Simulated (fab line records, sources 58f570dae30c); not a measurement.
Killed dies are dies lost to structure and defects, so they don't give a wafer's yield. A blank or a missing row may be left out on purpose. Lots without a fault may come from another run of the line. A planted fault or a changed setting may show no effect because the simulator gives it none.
Tool commonality check | flow berkeley_cmos170 | 15 lots, 45 wafers sampled

WHY IT WAS OPENED
At UCB170_NWELL_TW_MEAS_16 the reading NWELL_TW is flagged on 3 of 15 lots. Wafers without a fault read 1239, standard deviation 5.8.
Rule: a lot is flagged when every wafer of it that has a number lies more than 4 standard deviations from that mean, or none has a number. The other lots count as sound.

lot  | measured    | on            | NWELL_TW, wafer by wafer | flag
L205 | day 2 05:34 | film_metro-03 | 1246 1251 1252           |
L206 | day 2 14:01 | film_metro-02 | 1240 1228 1235           |
L207 | day 3 00:20 | film_metro-02 | 1235 1233 1240           |
L208 | day 3 07:32 | film_metro-02 | 1233 1230 1233           |
L210 | day 3 12:38 | film_metro-03 | 1238 1232 1236           |
L213 | day 4 03:58 | film_metro-04 | 1250 1252 1251           |
L214 | day 4 10:41 | film_metro-04 | 1253 1249 1243           |
L215 | day 4 17:59 | film_metro-03 | 1496 1492 1492           | FLAGGED
L217 | day 5 01:05 | film_metro-04 | 1499 1495 1490           | FLAGGED
L220 | day 5 09:31 | film_metro-04 | 1496 1494 1496           | FLAGGED
L218 | day 5 09:50 | film_metro-04 | 1244 1249 1237           |
L223 | day 6 03:02 | film_metro-02 | 1225 1234 1230           |
L224 | day 6 15:00 | film_metro-02 | 1240 1237 1242           |
L226 | day 6 21:54 | film_metro-02 | 1232 1237 1235           |
L227 | day 7 04:37 | film_metro-04 | 1243 1236 1238           |
The numbers of the flagged lots are 1494 on average: +255 against the usual, or +44 standard deviations.

WHICH TOOL RAN EACH LOT
The record holds 1 process step before the reading, out of a route of 331 steps. In each cell: the tool, then ch and the chambers that the sampled wafers went through, then the start.
lot  | flag    | UCB170_NWELL_IMPLANT_14
L205 |         | implanter-02 ch 0, day 2 05:18
L206 |         | implanter-03 ch 0, day 2 13:46
L207 |         | implanter-02 ch 0, day 3 00:05
L208 |         | implanter-02 ch 0, day 3 07:17
L210 |         | implanter-02 ch 0, day 3 12:24
L213 |         | implanter-04 ch 0, day 4 03:43
L214 |         | implanter-04 ch 0, day 4 10:26
L215 | FLAGGED | implanter-02 ch 0, day 4 17:46
L217 | FLAGGED | implanter-02 ch 0, day 5 00:50
L220 | FLAGGED | implanter-02 ch 0, day 5 09:19
L218 |         | implanter-04 ch 0, day 5 09:37
L223 |         | implanter-04 ch 0, day 6 02:47
L224 |         | implanter-04 ch 0, day 6 14:45
L226 |         | implanter-03 ch 0, day 6 21:39
L227 |         | implanter-03 ch 0, day 7 04:22
What these steps do:
- UCB170_NWELL_IMPLANT_14
- UCB170_NWELL_TW_MEAS_16

FLAGGED OVER TOTAL, TOOL BY TOOL (the gauges that took the reading come last)
step                    | tool          | lots run | flagged | share of the flagged lots | sound lots run after its first flagged lot
UCB170_NWELL_IMPLANT_14 | implanter-02  | 7        | 3       | all                       | 0
UCB170_NWELL_IMPLANT_14 | implanter-03  | 3        | 0       | none                      | -
UCB170_NWELL_IMPLANT_14 | implanter-04  | 5        | 0       | none                      | -
UCB170_NWELL_TW_MEAS_16 | film_metro-02 | 6        | 0       | none                      | -
UCB170_NWELL_TW_MEAS_16 | film_metro-03 | 3        | 1       | some                      | 0
UCB170_NWELL_TW_MEAS_16 | film_metro-04 | 6        | 2       | some                      | 2 (L218,L227)

WHAT THE TABLE ALLOWS
1 row of the table ran every flagged lot: implanter-02 at UCB170_NWELL_IMPLANT_14.
- implanter-02 at UCB170_NWELL_IMPLANT_14: 3 of its 7 lots flagged. Its last sound lot is L210 (day 3 12:24), its first flagged lot L215 (day 4 17:46): a fault that began between those two fits. Its own readings lie more than 4 standard deviations out on every wafer of the flagged lots: dose_ions_cm2, faraday_current_uA.
One tool is left: implanter-02 at UCB170_NWELL_IMPLANT_14.

WHAT THE SIMULATOR HAD PUT IN
Process parameter drift: implanter-02, from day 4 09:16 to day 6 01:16, at UCB170_NWELL_IMPLANT_14. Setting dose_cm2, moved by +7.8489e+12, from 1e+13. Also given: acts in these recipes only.
Lots struck among those shown: L215, L217, L220. The rule above found the same.
